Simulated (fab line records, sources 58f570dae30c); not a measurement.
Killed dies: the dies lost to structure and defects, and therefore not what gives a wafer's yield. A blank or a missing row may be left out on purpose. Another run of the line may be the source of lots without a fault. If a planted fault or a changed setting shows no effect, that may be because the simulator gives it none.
Split-lot trial | flow berkeley-cmos170 | on a route of 331 steps: 5 lots, 23 wafers read

## THE SPLIT ITSELF
At UCB170_GATE_CVD_04 (deposits poly-Si from SiH4, time 1440 s, target thk 214 nm), the setting pressure-mtorr was moved away from the recipe's 375 mTorr on 10 of the 23 wafers read, by +8.6% to +13.1%. All remaining wafers had this setting at the recipe value.

The split's own step is where the reading is taken.

## THE READING
poly-Si_of_GATE_CVD_04.thk-nm (the simulator's own value, which no gauge read), in nm, at UCB170_GATE_CVD_04 (deposits poly-Si from SiH4, time 1440 s, target thk 214 nm). No usual value for it is given in the file. The 13 wafers here that ran the recipe average 213.8 nm, standard deviation 2.5 nm.

wafer  | tool, chamber at the split | pressure-mtorr as run, mTorr | against the recipe | poly-Si_of_GATE_CVD_04.thk-nm, nm | against lot-mates on the recipe
L077.1 | -, -                       | 424.1                        | +13.1%             | 226.6                             | no lot-mate on the recipe
L077.2 | -, -                       | 424.1                        | +13.1%             | 226.9                             | no lot-mate on the recipe
L077.3 | -, -                       | 424.1                        | +13.1%             | 228.4                             | no lot-mate on the recipe
L077.4 | -, -                       | 424.1                        | +13.1%             | 227.8                             | no lot-mate on the recipe
L077.6 | -, -                       | 424.1                        | +13.1%             | 228.1                             | no lot-mate on the recipe
L080.1 | lpcvd-01, 1                | 375                          | recipe             | 214.1                             | -
L080.2 | lpcvd-01, 1                | 375                          | recipe             | 213.2                             | -
L080.6 | lpcvd-01, 1                | 375                          | recipe             | 215.6                             | -
L082.1 | -, -                       | 375                          | recipe             | 212.6                             | -
L082.3 | -, -                       | 375                          | recipe             | 210.8                             | -
L082.4 | -, -                       | 375                          | recipe             | 212.2                             | -
L082.5 | -, -                       | 375                          | recipe             | 211.4                             | -
L082.6 | -, -                       | 375                          | recipe             | 208.7                             | -
L084.1 | -, -                       | 407.3                        | +8.6%              | 222.2                             | no lot-mate on the recipe
L084.2 | -, -                       | 407.3                        | +8.6%              | 224.8                             | no lot-mate on the recipe
L084.4 | -, -                       | 407.3                        | +8.6%              | 222.8                             | no lot-mate on the recipe
L084.5 | -, -                       | 407.3                        | +8.6%              | 224.4                             | no lot-mate on the recipe
L084.6 | -, -                       | 407.3                        | +8.6%              | 224.9                             | no lot-mate on the recipe
L085.1 | -, -                       | 375                          | recipe             | 215.7                             | -
L085.2 | -, -                       | 375                          | recipe             | 216.8                             | -
L085.3 | -, -                       | 375                          | recipe             | 215.8                             | -
L085.4 | -, -                       | 375                          | recipe             | 215.5                             | -
L085.6 | -, -                       | 375                          | recipe             | 217.4                             | -

THE FIT
A straight line over all 23 wafers: poly-Si_of_GATE_CVD_04.thk-nm changes by +1.07 nm for each +1% of pressure-mtorr; r = +0.95; the points scatter about the line by 2.1 nm.
Too few moved wafers have a lot-mate on the recipe to fit a line with each lot's own level taken away.

## THE FILE'S OWN FIT
poly-Si_of_GATE_CVD_04.thk-nm changes by +1.07 nm for each +1% of pressure-mtorr, r = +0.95.
